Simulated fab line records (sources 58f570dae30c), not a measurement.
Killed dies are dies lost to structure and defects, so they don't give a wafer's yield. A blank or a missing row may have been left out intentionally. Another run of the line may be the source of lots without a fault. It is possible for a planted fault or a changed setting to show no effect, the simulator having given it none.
Split-lot experiment ; flow berkeley cmos170 ; 5 lots, 23 wafers read, on a route of 331 steps

## ON THE SPLIT
At UCB170_PSD_PEB_04, the setting peb temp c was moved away from the recipe's 130 C on 8 of the 23 wafers read, by -1.9% to +1.4%. All remaining wafers had this setting at the recipe value.

## SPLIT TO READING: what lies between them in the file, 1 step
- UCB170_PSD_DEVELOP_05: develop time 45 s

## THE READING
At UCB170_PSD_CD_MEAS_06: cd nm in nanometres, against a target cd of 1200 nm. Typical for fault-free wafers on this fab line: 1200.6 nm, with standard deviation 1.5 nm.

wafer;tool, chamber at the split;peb temp c as run, C;against the recipe;cd nm, nm;against lot-mates on the recipe
L077.1;litho track-01, 0;130;recipe;1200.0;-
L077.2;litho track-01, 0;131.8;+1.4%;1213.3;+12.3
L077.3;litho track-01, 0;131.8;+1.4%;1212.3;+11.3
L077.5;litho track-01, 0;130;recipe;1200.9;-
L077.6;litho track-01, 0;130;recipe;1202.2;-
L078.1;litho track-02, 0;130;recipe;1199.2;-
L078.4;litho track-02, 0;130;recipe;1198.8;-
L078.5;litho track-02, 0;130;recipe;1199.6;-
L082.1;litho track-02, 0;130;recipe;1203.4;-
L082.2;litho track-02, 0;130;recipe;1204.1;-
L082.3;litho track-02, 0;131.1;+0.8%;1208.8;+5.3
L082.5;litho track-02, 0;131.1;+0.8%;1210.1;+6.6
L082.6;litho track-02, 0;130;recipe;1202.9;-
L081.1;litho track-04, 0;130;recipe;1202.3;-
L081.2;litho track-04, 0;127.5;-1.9%;1183.0;-18.4
L081.3;litho track-04, 0;130;recipe;1200.9;-
L081.4;litho track-04, 0;127.5;-1.9%;1184.0;-17.4
L081.6;litho track-04, 0;130;recipe;1201.0;-
L085.1;litho track-02, 0;130;recipe;1199.2;-
L085.2;litho track-02, 0;131.4;+1.1%;1208.2;+8.7
L085.3;litho track-02, 0;131.4;+1.1%;1207.5;+8.0
L085.4;litho track-02, 0;130;recipe;1199.0;-
L085.5;litho track-02, 0;130;recipe;1200.2;-

THE FIT
A straight line over all 23 wafers: cd nm changes by +8.66 nm for each +1% of peb temp c; r = +0.97; the points scatter about the line by 1.7 nm.
The same after taking each lot's own level away (the mean of its wafers on the recipe; 23 wafers): +8.71 nm for each +1%; r = +0.99; scatter 0.81 nm.
On that fit, the largest move of peb temp c shifts the reading by 17 nm.
The span of the lots' own levels, 1199.20 to 1203.47 nm, comes to 2.8 times the standard deviation stated above.
The two slopes agree, so the slope changes little with the lot-to-lot level.
Check: with one of the wafers moved furthest among these (-1.9%) left out of the fit, the line predicts -16.4 nm for it against its lot-mates. Against them it came out at -18.4 nm.

## THE FILE'S OWN FIT
cd nm changes by +8.65 nm for each +1% of peb temp c, r = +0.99.
